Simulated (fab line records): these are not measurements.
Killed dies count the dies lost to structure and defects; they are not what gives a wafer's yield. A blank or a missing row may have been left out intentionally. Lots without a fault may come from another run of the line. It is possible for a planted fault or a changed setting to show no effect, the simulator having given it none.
fab line records -- flow rit_cmos
record: lots: 13, wafers: 39, last_day: 7
route steps=202 shown ACTIVE@4
lots with no fault: from the same line, run without faults
start_h: hours from the record's opening day to when the first of the lot's shown wafers began -- wait_h: hours from the lot's prior step to this one -- " as in the row above -- L1.1+2: one row covering several wafers at once -- - either no value or no given start -- * or withheld: withheld -- < > ~ a bound
route shown NAME@n: a module of which the file shows steps, and the number in the route of the first -- usual: mean/standard deviation of fault-free wafers -- same: alike in all rows -- chamber/n: place in a boat -- sites: the reading at each site -- _std_site: their standard deviation -- _edge_site: outer sites' mean less inner sites' -- radius_mm: how far each site lies from the wafer's centre -- mask NAME#n: copy n -- behind: the last tool/chamber to shape the wafer -- hold: why the lot went on hold/how many hours it stayed there/how the hold came to an end -- device: whichever transistor did not switch (one of n, p or np) -- end of line: the route-end tests of the same wafers -- for a step that has no rows: nothing shown but its recipe -- killed: count of dies lost to structure and defects at first sort (not the wafer's yield) -- map: per-die view of a wafer (x killed, . not killed, _ where there is no die)
set.NAME: the run value of the setting; set.NAME@STEP: its run value at that earlier step -- model.NAME: the simulator's own value behind a step, which no gauge read
a sample of lots followed through the steps of the route, with each step as a table and each wafer as a row
services: from which hour (start_h, from the record's first day; less than 0 if before it) a tool's chamber was out of use, for how many hours, and why
== steps ==
step: RIT_ACTIVE_CVD_03
recipe: material: Si3N4, target_thk_nm: 150, temp_c: 810, precursor: SiH2Cl2/NH3, time_s: 1500, pressure_mtorr: 300, sih2cl2_flow_sccm: 60, nh3_flow_sccm: 150
lot.wafer,tool,chamber,start_h,wait_h
L156.4+5+6,lpcvd-01,0,13.60,0.7
L157.1+3+6,lpcvd-02,0,17.66,0.1
L158.2+3+6,lpcvd-02,1,22.11,0.0
L159.3+5+6,lpcvd-01,0,28.20,0.5
L160.2+5+6,lpcvd-02,1,35.49,0.0
L162.2+3+6,lpcvd-02,0,42.11,0.0
L163.3+4+5,lpcvd-01,0,48.25,0.0
L168.1+2+6,lpcvd-01,1,72.11,0.1
L175.1+2+4,lpcvd-01,1,107.11,0.1
L176.1+3+6,lpcvd-01,1,112.11,0.1
L177.2+4+5,lpcvd-02,0,117.80,0.7
L178.2+4+6,lpcvd-02,1,123.08,1.0
L179.1+4+6,lpcvd-02,0,128.03,1.0
step: RIT_ACTIVE_THK_MEAS_04
recipe: reads: Si3N4_of_ACTIVE_CVD_03
usual: ACTIVE_NITRIDE_THK: 149.9/1.5
lot.wafer,tool,chamber,start_h,wait_h,ACTIVE_NITRIDE_THK[nm]
L156.4,film_metro-04,-,15.05,0.0,151.1
L156.5,film_metro-04,-,15.05,0.0,151.0
L156.6,film_metro-04,-,15.05,0.0,150.3
L157.1,film_metro-04,-,19.12,0.0,150.9
L157.3,film_metro-04,-,19.12,0.0,150.1
L157.6,film_metro-04,-,19.12,0.0,150.7
L158.2,film_metro-04,-,23.54,0.0,148.7
L158.3,film_metro-04,-,23.54,0.0,148.0
L158.6,film_metro-04,-,23.54,0.0,150.1
L159.3,film_metro-01,-,29.64,0.0,150.2
L159.5,film_metro-01,-,29.64,0.0,151.2
L159.6,film_metro-01,-,29.64,0.0,148.5
L160.2,film_metro-01,-,36.92,0.0,189.0
L160.5,film_metro-01,-,36.92,0.0,188.3
L160.6,film_metro-01,-,36.92,0.0,189.3
L162.2,film_metro-01,-,43.54,0.0,186.4
L162.3,film_metro-01,-,43.54,0.0,184.4
L162.6,film_metro-01,-,43.54,0.0,186.0
L163.3,film_metro-04,-,49.68,0.0,151.8
L163.4,film_metro-04,-,49.68,0.0,153.1
L163.5,film_metro-04,-,49.68,0.0,152.2
L168.1,film_metro-02,-,73.53,0.0,147.6
L168.2,film_metro-02,-,73.53,0.0,148.4
L168.6,film_metro-02,-,73.53,0.0,147.4
L175.1,film_metro-02,-,108.53,0.0,150.7
L175.2,film_metro-02,-,108.53,0.0,150.5
L175.4,film_metro-02,-,108.53,0.0,151.6
L176.1,film_metro-02,-,113.53,0.0,150.1
L176.3,film_metro-02,-,113.53,0.0,149.7
L176.6,film_metro-02,-,113.53,0.0,150.7
L177.2,film_metro-02,-,119.23,0.0,152.6
L177.4,film_metro-02,-,119.23,0.0,150.8
L177.5,film_metro-02,-,119.23,0.0,151.3
L178.2,film_metro-04,-,124.51,0.0,149.5
L178.4,film_metro-04,-,124.51,0.0,150.3
L178.6,film_metro-04,-,124.51,0.0,149.7
L179.1,film_metro-04,-,129.45,0.0,147.9
L179.4,film_metro-04,-,129.45,0.0,148.9
L179.6,film_metro-04,-,129.45,0.0,148.5
step: RIT_ACTIVE_ETCH_13
recipe: stop_on: SiO2, chemistry: SF6, target: Si3N4, time_s: 210, over_etch_frac: 0.4, SF6_flow_sccm: 200, pressure_mtorr: 260, rf_w: 125, target_depth_a: 2100
usual: drypump_motor_current_A: 5.4/0.36, oes_product_au: 0.821/0.0092, throttle_valve_pct: 7.43/0.096
same: over_etch_frac: 0.4
lot.wafer,tool,chamber,start_h,wait_h,drypump_motor_current_A,oes_product_au,rf_hours_counter_h,throttle_valve_pct
L156.4,rie_diel-03,3,16.51,0.1,5.2,0.812,41,7.40
L156.5,rie_diel-03,1,16.51,0.1,5.1,0.813,-,7.30
L156.6,rie_diel-03,2,16.51,0.1,5.9,0.837,-,7.50
L157.1,rie_diel-04,2,20.30,0.1,5.4,0.826,59,7.37
L157.3,rie_diel-04,1,20.30,0.1,5.3,0.817,143,7.43
L157.6,rie_diel-04,1,20.30,0.1,5.3,0.829,-,7.45
L158.2,rie_diel-04,1,24.90,0.1,5.3,0.825,143,7.44
L158.3,rie_diel-04,2,24.90,0.1,5.4,0.816,59,7.38
L158.6,rie_diel-04,0,24.90,0.1,5.0,0.818,-,7.43
L159.3,rie_diel-01,0,30.80,0.1,5.9,0.827,6,7.41
L159.5,rie_diel-01,2,30.80,0.1,6.2,0.840,-,7.68
L159.6,rie_diel-01,1,30.80,0.1,5.0,0.812,-,7.43
L160.2,rie_diel-04,2,38.22,0.1,5.4,0.945,59,7.38
L160.5,rie_diel-04,2,38.22,0.1,5.4,0.933,-,7.38
L160.6,rie_diel-04,1,38.22,0.1,5.3,0.935,-,7.45
L162.2,rie_diel-04,3,44.91,0.1,5.7,0.934,123,7.32
L162.3,rie_diel-04,2,44.91,0.1,5.4,0.922,59,7.38
L162.6,rie_diel-04,2,44.91,0.1,5.4,0.929,-,7.37
L163.3,rie_diel-03,2,50.91,0.1,5.8,0.838,81,7.49
L163.4,rie_diel-03,0,50.91,0.1,5.6,0.810,5,7.60
L163.5,rie_diel-03,0,50.91,0.1,5.6,0.815,-,7.60
L168.1,rie_diel-04,0,74.97,0.1,5.0,0.821,29,7.41
L168.2,rie_diel-04,1,74.97,0.1,5.3,0.812,144,7.44
L168.6,rie_diel-04,1,74.97,0.1,5.3,0.820,-,7.45
L175.1,rie_diel-01,0,109.89,0.1,5.9,0.832,7,7.40
L175.2,rie_diel-01,1,109.89,0.1,5.1,0.814,94,7.44
L175.4,rie_diel-01,3,109.89,0.1,4.7,0.837,142,7.52
L176.1,rie_diel-04,1,114.71,0.1,5.3,0.823,144,7.45
L176.3,rie_diel-04,3,114.71,0.1,5.7,0.817,124,7.32
L176.6,rie_diel-04,0,114.71,0.1,5.0,0.833,-,7.42
L177.2,rie_diel-04,3,120.52,0.1,5.6,0.826,124,7.31
L177.4,rie_diel-04,0,120.52,0.1,5.0,0.827,30,7.43
L177.5,rie_diel-04,3,120.52,0.1,5.7,0.816,-,7.32
L178.2,rie_diel-03,3,125.85,0.1,5.2,0.804,43,7.40
L178.4,rie_diel-03,2,125.85,0.1,5.8,0.826,82,7.50
L178.6,rie_diel-03,2,125.85,0.1,5.9,0.829,-,7.50
L179.1,rie_diel-03,2,130.76,0.1,5.8,0.818,82,7.50
L179.4,rie_diel-03,1,130.76,0.1,5.1,0.822,2,7.27
L179.6,rie_diel-03,3,130.76,0.1,5.2,0.803,-,7.40
== services ==
tool,chamber,start_h,hours,kind
rie_diel-04,2,-0.76,8.5,repair
rie_diel-01,2,34.05,8.1,repair
lpcvd-02,-,47.39,16.1,repair
rie_diel-04,-,49.01,1.1,repair
rie_diel-01,-,98.85,2.4,repair
lpcvd-01,-,113.53,14.6,pm
== key ==
first_sign: step: RIT_ACTIVE_THK_MEAS_04, reading: ACTIVE_NITRIDE_THK, direction: up, sigmas: 24, usual: 149.9, struck: 187.2
effect: step: RIT_ACTIVE_ETCH_13, reading: oes_product_au, direction: up, sigmas: 12, usual: 0.821, struck: 0.933
met_at RIT_ACTIVE_CVD_03
struck_lots L160,L162
tester_left_out L160,L162
onset_between 22.11 35.49
fault: kind: process_parameter_drift, tool: lpcvd-02, chamber: -, onset_h: 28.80, steps: RIT_ACTIVE_CVD_03, channel: target_thk_nm, offset: 37.5, shape: step, end_h: 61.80, acts_in: these_recipes_only, stated: 150
tester_left_out: of these lots the tester's yield and bins aren't shown, on N5 and GAA mostly nor the transistor test; their killed dies are dies lost to structure and defects alone, not to doping, threshold or leakage, so they don't give the yield
